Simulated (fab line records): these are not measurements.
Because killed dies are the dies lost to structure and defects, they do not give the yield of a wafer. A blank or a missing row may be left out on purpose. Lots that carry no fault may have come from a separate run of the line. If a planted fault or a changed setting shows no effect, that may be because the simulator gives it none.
Which tool is to blame? / flow berkeley-cmos170 / 13 lots, 39 wafers sampled, at 5 steps of a route of 331

== WHAT EACH GAUGE READ, for each wafer ==
UCB170_NVT_TW_MEAS_09. Usual: NVT_TW typically reads 519, with standard deviation 3.5.
lot=L341; measured=day 5 14:28; on=film-metro-02; NVT_TW=522 521 519; flag=
lot=L342; measured=day 5 20:32; on=film-metro-03; NVT_TW=517 516 518; flag=
lot=L343; measured=day 6 03:56; on=film-metro-03; NVT_TW=515 518 516; flag=
lot=L345; measured=day 6 13:07; on=film-metro-03; NVT_TW=517 515 516; flag=
lot=L346; measured=day 6 13:35; on=film-metro-03; NVT_TW=515 518 523; flag=
lot=L347; measured=day 6 19:29; on=film-metro-02; NVT_TW=525 523 521; flag=
lot=L348; measured=day 6 19:44; on=film-metro-01; NVT_TW=519 520 522; flag=
lot=L359; measured=day 9 01:38; on=film-metro-01; NVT_TW=516 516 513; flag=
lot=L360; measured=day 9 01:54; on=film-metro-01; NVT_TW=514 515 517; flag=
lot=L358; measured=day 9 01:55; on=film-metro-03; NVT_TW=520 518 519; flag=
lot=L361; measured=day 9 17:51; on=film-metro-03; NVT_TW=519 519 520; flag=
lot=L362; measured=day 10 02:52; on=film-metro-03; NVT_TW=518 514 518; flag=
lot=L363; measured=day 10 02:58; on=film-metro-01; NVT_TW=519 515 518; flag=

UCB170_GATE_CD_MEAS_12: target cd 350 nm. Usual: cd-nm at 349.7 nm, with a standard deviation of 1.6.
lot=L341; measured=day 6 09:11; on=cd-sem-02; cd-nm (nm)=348.4 350.3 349.1; flag=
lot=L342; measured=day 6 10:34; on=cd-sem-02; cd-nm (nm)=350.5 348.3 349.9; flag=
lot=L343; measured=day 6 17:11; on=cd-sem-01; cd-nm (nm)=346.0 345.3 345.8; flag=
lot=L345; measured=day 7 00:44; on=cd-sem-01; cd-nm (nm)=352.0 351.2 350.0; flag=
lot=L346; measured=day 7 00:58; on=cd-sem-02; cd-nm (nm)=350.4 349.7 349.3; flag=
lot=L347; measured=day 7 10:26; on=cd-sem-02; cd-nm (nm)=280.7 280.4 280.5; flag=OFF
lot=L348; measured=day 7 10:16; on=cd-sem-02; cd-nm (nm)=351.5 349.9 350.9; flag=
lot=L359; measured=day 9 19:47; on=cd-sem-01; cd-nm (nm)=352.9 352.7 352.8; flag=
lot=L360; measured=day 9 20:16; on=cd-sem-02; cd-nm (nm)=348.6 347.8 349.4; flag=
lot=L358; measured=day 9 19:59; on=cd-sem-01; cd-nm (nm)=348.4 347.0 349.3; flag=
lot=L361; measured=day 10 11:02; on=cd-sem-02; cd-nm (nm)=350.9 352.1 350.4; flag=
lot=L362; measured=day 10 18:04; on=cd-sem-01; cd-nm (nm)=351.1 350.9 349.6; flag=
lot=L363; measured=day 10 18:17; on=cd-sem-01; cd-nm (nm)=350.7 350.4 350.8; flag=

UCB170_GATE_OVL_MEAS_13. Usual: GATE_OVL typically reads -3 nm, with standard deviation 5.3.
lot=L341; measured=day 6 09:17; on=overlay-02; GATE_OVL (nm)=1 -2 1; flag=
lot=L342; measured=day 6 10:40; on=overlay-02; GATE_OVL (nm)=1 -2 3; flag=
lot=L343; measured=day 6 17:19; on=overlay-02; GATE_OVL (nm)=-2 -6 -14; flag=
lot=L345; measured=day 7 00:51; on=overlay-01; GATE_OVL (nm)=1 1 -5; flag=
lot=L346; measured=day 7 01:05; on=overlay-02; GATE_OVL (nm)=-2 -1 -10; flag=
lot=L347; measured=day 7 10:31; on=overlay-02; GATE_OVL (nm)=-2 -1 1; flag=
lot=L348; measured=day 7 10:23; on=overlay-02; GATE_OVL (nm)=-2 10 8; flag=
lot=L359; measured=day 9 19:55; on=overlay-02; GATE_OVL (nm)=-4 3 3; flag=
lot=L360; measured=day 9 20:23; on=overlay-01; GATE_OVL (nm)=-7 2 -1; flag=
lot=L358; measured=day 9 20:05; on=overlay-02; GATE_OVL (nm)=-2 -6 -1; flag=
lot=L361; measured=day 10 11:10; on=overlay-02; GATE_OVL (nm)=8 5 -4; flag=
lot=L362; measured=day 10 18:10; on=overlay-01; GATE_OVL (nm)=-7 -9 -3; flag=
lot=L363; measured=day 10 18:24; on=overlay-02; GATE_OVL (nm)=-5 -9 -6; flag=

UCB170_PLDD_OVL_MEAS_07. Usual: PLDD_OVL typically reads -1 nm, with standard deviation 4.8.
lot=L341; measured=day 6 11:02; on=overlay-01; PLDD_OVL (nm)=0 0 -1; flag=
lot=L342; measured=day 6 12:55; on=overlay-01; PLDD_OVL (nm)=-5 -8 3; flag=
lot=L343; measured=day 6 19:56; on=overlay-01; PLDD_OVL (nm)=3 6 2; flag=
lot=L345; measured=day 7 04:37; on=overlay-02; PLDD_OVL (nm)=-3 -7 5; flag=
lot=L346; measured=day 7 04:11; on=overlay-02; PLDD_OVL (nm)=-1 -4 -4; flag=
lot=L348; measured=day 7 13:25; on=overlay-01; PLDD_OVL (nm)=-3 -2 -6; flag=
lot=L359; measured=day 9 21:26; on=overlay-01; PLDD_OVL (nm)=-2 0 5; flag=
lot=L360; measured=day 9 22:01; on=overlay-01; PLDD_OVL (nm)=3 2 11; flag=
lot=L358; measured=day 9 21:44; on=overlay-02; PLDD_OVL (nm)=2 -3 0; flag=
lot=L361; measured=day 10 12:56; on=overlay-01; PLDD_OVL (nm)=5 -2 2; flag=
lot=L362; measured=day 10 20:10; on=overlay-02; PLDD_OVL (nm)=-5 -4 -2; flag=
lot=L363; measured=day 10 20:41; on=overlay-01; PLDD_OVL (nm)=7 12 3; flag=

== WHAT TOOL EACH LOT RAN ON (gives the tool, then ch and the chambers of the sampled wafers, and finally the start) ==
lot=L341; UCB170_GATE_EXPOSE_09=krf-scanner-02 ch 0, day 6 08:47
lot=L342; UCB170_GATE_EXPOSE_09=krf-scanner-02 ch 0, day 6 10:10
lot=L343; UCB170_GATE_EXPOSE_09=krf-scanner-01 ch 0, day 6 16:47
lot=L345; UCB170_GATE_EXPOSE_09=krf-scanner-01 ch 0, day 7 00:20
lot=L346; UCB170_GATE_EXPOSE_09=krf-scanner-02 ch 0, day 7 00:35
lot=L347; UCB170_GATE_EXPOSE_09=krf-scanner-01 ch 0, day 7 09:49
lot=L348; UCB170_GATE_EXPOSE_09=krf-scanner-01 ch 0, day 7 09:40
lot=L359; UCB170_GATE_EXPOSE_09=krf-scanner-02 ch 0, day 9 19:24
lot=L360; UCB170_GATE_EXPOSE_09=krf-scanner-01 ch 0, day 9 19:46
lot=L358; UCB170_GATE_EXPOSE_09=krf-scanner-02 ch 0, day 9 19:34
lot=L361; UCB170_GATE_EXPOSE_09=krf-scanner-01 ch 0, day 10 10:39
lot=L362; UCB170_GATE_EXPOSE_09=krf-scanner-01 ch 0, day 10 17:22
lot=L363; UCB170_GATE_EXPOSE_09=krf-scanner-02 ch 0, day 10 17:35
- UCB170_GATE_EXPOSE_09: exposes mask POLY, target cd 350 nm.

== AS READ BY THE TOOLS THEMSELVES (means over the sampled wafers that have a number; for cases with no such wafer, the mark the record gives instead) ==
The record holds no such reading with a usual standard deviation.

== THE ANSWER, worked out from the rows above alone ==
Rule: a lot is off if the mean of its wafers that have a number lies more than 3 standard deviations from the usual mean. A lot without any number at a reading at which 4 lots or more have one is off too. All remaining lots with rows at the step are treated as sound. First the gauges in route order, then the tools' own readings, where a lot's mean is used as printed above. At the first step where some lot is off, the reading lying furthest off is the one used; lots without a number count as furthest.
Off at UCB170_GATE_CD_MEAS_12 (cd-nm): L347.
If a tool, at a process step before that reading, ran all the lots that are off and no sound lot after the first of them, it fits. Gauges at UCB170_GATE_CD_MEAS_12: tried the same way as those tools. Of those tried, none fits.

== WHAT THE SIMULATOR HAD PUT IN ==
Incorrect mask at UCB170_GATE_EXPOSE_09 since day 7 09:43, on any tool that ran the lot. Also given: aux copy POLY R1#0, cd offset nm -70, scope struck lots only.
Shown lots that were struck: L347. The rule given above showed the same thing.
